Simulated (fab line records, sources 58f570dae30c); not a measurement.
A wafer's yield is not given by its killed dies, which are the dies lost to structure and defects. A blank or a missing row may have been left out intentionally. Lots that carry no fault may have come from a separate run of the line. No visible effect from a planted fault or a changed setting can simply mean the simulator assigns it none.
fab line records :: flow berkeley-cmos170
record
  lots=15
  wafers=45
  last-day=11
route steps=331 shown NSD@189
lots that met no fault: taken from a fault-free run of the same line
start-h: the number of hours between the record's first day and the start of the first shown wafer of the lot :: wait-h: time in hours since the lot's previous step :: " repeats the value in the row above :: L1.1+2: several wafers, shown together as one row :: - no value, or no start given :: * or withheld: withheld :: < > ~ a bound
route shown NAME@n: NAME is a module with steps in the file, n the number in the route of the first one :: usual: mean and standard deviation over wafers with no fault :: same: alike in all rows :: chamber/n: place in a boat :: sites: per-site readings :: _std_site: the standard deviation of these :: _edge_site: inner sites' mean taken away from outer sites' mean :: radius-mm: for every site, how far away it sits from the centre of the wafer :: mask NAME#n: copy n :: behind: the most recent tool/chamber to have shaped the wafer :: hold: what put the lot on hold/how long, in hours/how the hold closed :: device: which transistor (n, p or np) failed to switch :: end of line: tests of these same wafers at the route's end :: a step given without rows: its recipe and nothing more :: killed: not the wafer's yield, but the dies lost to structure and defects at the first sort :: map: per-die view of a wafer (x killed, . not killed, _ where there is no die)
set.NAME: the setting that was run; set.NAME@STEP: the one run at that earlier step :: model.NAME: the simulator's own value behind a step, which no gauge read
the route's steps for a sample of lots (tables are steps, rows are wafers)
## steps
# step UCB170_NSD_SOFTBAKE_02
# recipe
  resist=KrF
  temp-c=130
  time-s=60
# usual
  chill-plate-temp-C=23.02/0.1
  heater-power-total-W=56.80/0.044
  run-length-s=89.15/0.13
lot.wafer: L865.1
tool: litho-track-02
chamber: 0
start-h: 129.58
wait-h: 0.1
chill-plate-temp-C: 22.92
heater-power-total-W: 56.82
run-length-s: 89.21

lot.wafer: L865.2
tool: litho-track-02
chamber: 0
start-h: 129.58
wait-h: 0.1
chill-plate-temp-C: 22.93
heater-power-total-W: 56.79
run-length-s: 89.14

lot.wafer: L865.6
tool: litho-track-02
chamber: 0
start-h: 129.58
wait-h: 0.1
chill-plate-temp-C: 23.02
heater-power-total-W: 56.71
run-length-s: 89.18

lot.wafer: L864.3
tool: litho-track-04
chamber: 0
start-h: 129.73
wait-h: 0.1
chill-plate-temp-C: 22.93
heater-power-total-W: 56.76
run-length-s: 88.94

lot.wafer: L864.5
tool: litho-track-04
chamber: 0
start-h: 129.73
wait-h: 0.1
chill-plate-temp-C: 23.06
heater-power-total-W: 56.78
run-length-s: 88.93

lot.wafer: L864.6
tool: litho-track-04
chamber: 0
start-h: 129.73
wait-h: 0.1
chill-plate-temp-C: 22.99
heater-power-total-W: 56.78
run-length-s: 89.12

lot.wafer: L866.2
tool: litho-track-04
chamber: 0
start-h: 136.12
wait-h: 0.1
chill-plate-temp-C: 23.09
heater-power-total-W: 56.85
run-length-s: 89.11

lot.wafer: L866.5
tool: litho-track-04
chamber: 0
start-h: 136.12
wait-h: 0.1
chill-plate-temp-C: 23.10
heater-power-total-W: 56.88
run-length-s: 89.19

lot.wafer: L866.6
tool: litho-track-04
chamber: 0
start-h: 136.12
wait-h: 0.1
chill-plate-temp-C: 23.07
heater-power-total-W: 56.82
run-length-s: 89.00

lot.wafer: L867.1
tool: litho-track-03
chamber: 0
start-h: 147.30
wait-h: 0.1
chill-plate-temp-C: 22.79
heater-power-total-W: 56.87
run-length-s: 89.02

lot.wafer: L867.3
tool: litho-track-03
chamber: 0
start-h: 147.30
wait-h: 0.1
chill-plate-temp-C: 22.98
heater-power-total-W: 56.74
run-length-s: 89.17

lot.wafer: L867.6
tool: litho-track-03
chamber: 0
start-h: 147.30
wait-h: 0.1
chill-plate-temp-C: 22.93
heater-power-total-W: 56.71
run-length-s: 89.08

lot.wafer: L870.4
tool: litho-track-04
chamber: 0
start-h: 163.33
wait-h: 0.1
chill-plate-temp-C: 23.18
heater-power-total-W: 56.82
run-length-s: 89.09

lot.wafer: L870.5
tool: litho-track-04
chamber: 0
start-h: 163.33
wait-h: 0.1
chill-plate-temp-C: 23.02
heater-power-total-W: 56.80
run-length-s: 88.97

lot.wafer: L870.6
tool: litho-track-04
chamber: 0
start-h: 163.33
wait-h: 0.1
chill-plate-temp-C: 23.12
heater-power-total-W: 56.80
run-length-s: 89.17

lot.wafer: L871.3
tool: litho-track-03
chamber: 0
start-h: 176.08
wait-h: 0.1
chill-plate-temp-C: 23.01
heater-power-total-W: 59.30
run-length-s: 80.75

lot.wafer: L871.4
tool: litho-track-03
chamber: 0
start-h: 176.08
wait-h: 0.1
chill-plate-temp-C: 22.98
heater-power-total-W: 59.21
run-length-s: 80.76

lot.wafer: L871.6
tool: litho-track-03
chamber: 0
start-h: 176.08
wait-h: 0.1
chill-plate-temp-C: 23.07
heater-power-total-W: 59.31
run-length-s: 80.76

lot.wafer: L873.2
tool: litho-track-04
chamber: 0
start-h: 176.12
wait-h: 0.1
chill-plate-temp-C: 23.08
heater-power-total-W: 56.81
run-length-s: 89.01

lot.wafer: L873.4
tool: litho-track-04
chamber: 0
start-h: 176.12
wait-h: 0.1
chill-plate-temp-C: 23.03
heater-power-total-W: 56.80
run-length-s: 89.05

lot.wafer: L873.5
tool: litho-track-04
chamber: 0
start-h: 176.12
wait-h: 0.1
chill-plate-temp-C: 23.09
heater-power-total-W: 56.85
run-length-s: 88.99

lot.wafer: L874.1
tool: litho-track-03
chamber: 0
start-h: 176.48
wait-h: 0.1
chill-plate-temp-C: 23.12
heater-power-total-W: 59.20
run-length-s: 80.82

lot.wafer: L874.2
tool: litho-track-03
chamber: 0
start-h: 176.48
wait-h: 0.1
chill-plate-temp-C: 22.88
heater-power-total-W: 59.34
run-length-s: 81.03

lot.wafer: L874.4
tool: litho-track-03
chamber: 0
start-h: 176.48
wait-h: 0.1
chill-plate-temp-C: 22.94
heater-power-total-W: 59.22
run-length-s: 80.94

lot.wafer: L875.2
tool: litho-track-03
chamber: 0
start-h: 193.33
wait-h: 0.1
chill-plate-temp-C: 23.18
heater-power-total-W: 59.27
run-length-s: 81.09

lot.wafer: L875.3
tool: litho-track-03
chamber: 0
start-h: 193.33
wait-h: 0.1
chill-plate-temp-C: 23.10
heater-power-total-W: 59.23
run-length-s: 81.01

lot.wafer: L875.6
tool: litho-track-03
chamber: 0
start-h: 193.33
wait-h: 0.1
chill-plate-temp-C: 23.01
heater-power-total-W: 59.17
run-length-s: 80.97

lot.wafer: L877.1
tool: litho-track-02
chamber: 0
start-h: 203.33
wait-h: 0.1
chill-plate-temp-C: 23.05
heater-power-total-W: 56.81
run-length-s: 89.38

lot.wafer: L877.3
tool: litho-track-02
chamber: 0
start-h: 203.33
wait-h: 0.1
chill-plate-temp-C: 23.13
heater-power-total-W: 56.79
run-length-s: 89.10

lot.wafer: L877.4
tool: litho-track-02
chamber: 0
start-h: 203.33
wait-h: 0.1
chill-plate-temp-C: 23.02
heater-power-total-W: 56.73
run-length-s: 89.27

lot.wafer: L878.1
tool: litho-track-02
chamber: 0
start-h: 211.28
wait-h: 0.1
chill-plate-temp-C: 23.13
heater-power-total-W: 56.81
run-length-s: 89.57

lot.wafer: L878.2
tool: litho-track-02
chamber: 0
start-h: 211.28
wait-h: 0.1
chill-plate-temp-C: 23.20
heater-power-total-W: 56.77
run-length-s: 89.18

lot.wafer: L878.5
tool: litho-track-02
chamber: 0
start-h: 211.28
wait-h: 0.1
chill-plate-temp-C: 23.00
heater-power-total-W: 56.82
run-length-s: 89.35

lot.wafer: L880.2
tool: litho-track-04
chamber: 0
start-h: 211.30
wait-h: 0.1
chill-plate-temp-C: 22.96
heater-power-total-W: 56.83
run-length-s: 89.14

lot.wafer: L880.4
tool: litho-track-04
chamber: 0
start-h: 211.30
wait-h: 0.1
chill-plate-temp-C: 22.88
heater-power-total-W: 56.84
run-length-s: 89.06

lot.wafer: L880.6
tool: litho-track-04
chamber: 0
start-h: 211.30
wait-h: 0.1
chill-plate-temp-C: 23.04
heater-power-total-W: 56.81
run-length-s: 89.01

lot.wafer: L881.2
tool: litho-track-04
chamber: 0
start-h: 216.62
wait-h: 0.1
chill-plate-temp-C: 22.78
heater-power-total-W: 56.82
run-length-s: 89.01

lot.wafer: L881.3
tool: litho-track-04
chamber: 0
start-h: 216.62
wait-h: 0.1
chill-plate-temp-C: 22.94
heater-power-total-W: 56.74
run-length-s: 89.06

lot.wafer: L881.4
tool: litho-track-04
chamber: 0
start-h: 216.62
wait-h: 0.1
chill-plate-temp-C: 22.74
heater-power-total-W: 56.80
run-length-s: 89.03

lot.wafer: L882.3
tool: litho-track-04
chamber: 0
start-h: 229.58
wait-h: 0.1
chill-plate-temp-C: 23.03
heater-power-total-W: 56.69
run-length-s: 89.23

lot.wafer: L882.5
tool: litho-track-04
chamber: 0
start-h: 229.58
wait-h: 0.1
chill-plate-temp-C: 22.90
heater-power-total-W: 56.76
run-length-s: 89.10

lot.wafer: L882.6
tool: litho-track-04
chamber: 0
start-h: 229.58
wait-h: 0.1
chill-plate-temp-C: 22.96
heater-power-total-W: 56.85
run-length-s: 89.32

lot.wafer: L885.1
tool: litho-track-02
chamber: 0
start-h: 242.76
wait-h: 0.1
chill-plate-temp-C: 23.10
heater-power-total-W: 56.82
run-length-s: 89.38

lot.wafer: L885.2
tool: litho-track-02
chamber: 0
start-h: 242.76
wait-h: 0.1
chill-plate-temp-C: 23.06
heater-power-total-W: 56.83
run-length-s: 89.33

lot.wafer: L885.4
tool: litho-track-02
chamber: 0
start-h: 242.76
wait-h: 0.1
chill-plate-temp-C: 23.03
heater-power-total-W: 56.87
run-length-s: 89.16
## key
first-sign
  step=UCB170_NSD_SOFTBAKE_02
  reading=run-length-s
  direction=down
  sigmas=64
  usual=*
  struck=*
effect
  step=UCB170_NSD_SOFTBAKE_02
  reading=heater-power-total-W
  direction=up
  sigmas=55
  usual=56.80
  struck=59.25
met-at UCB170_NSD_SOFTBAKE_02
struck-lots L871,L874,L875
tester-left-out L871,L874,L875
onset-between 147.30 176.08
fault
  kind=process-parameter-drift
  tool=litho-track-03
  chamber=-
  onset-h=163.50
  steps=UCB170_NSD_SOFTBAKE_02
  channel=time-s
  offset=*
  shape=step
  end-h=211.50
  acts-in=*
  stated=*
# tester-left-out: of these lots the tester's yield and bins aren't shown, on N5 and GAA mostly nor the transistor test; their killed dies are dies lost to structure and defects alone, not to doping, threshold or leakage, so they don't give the yield
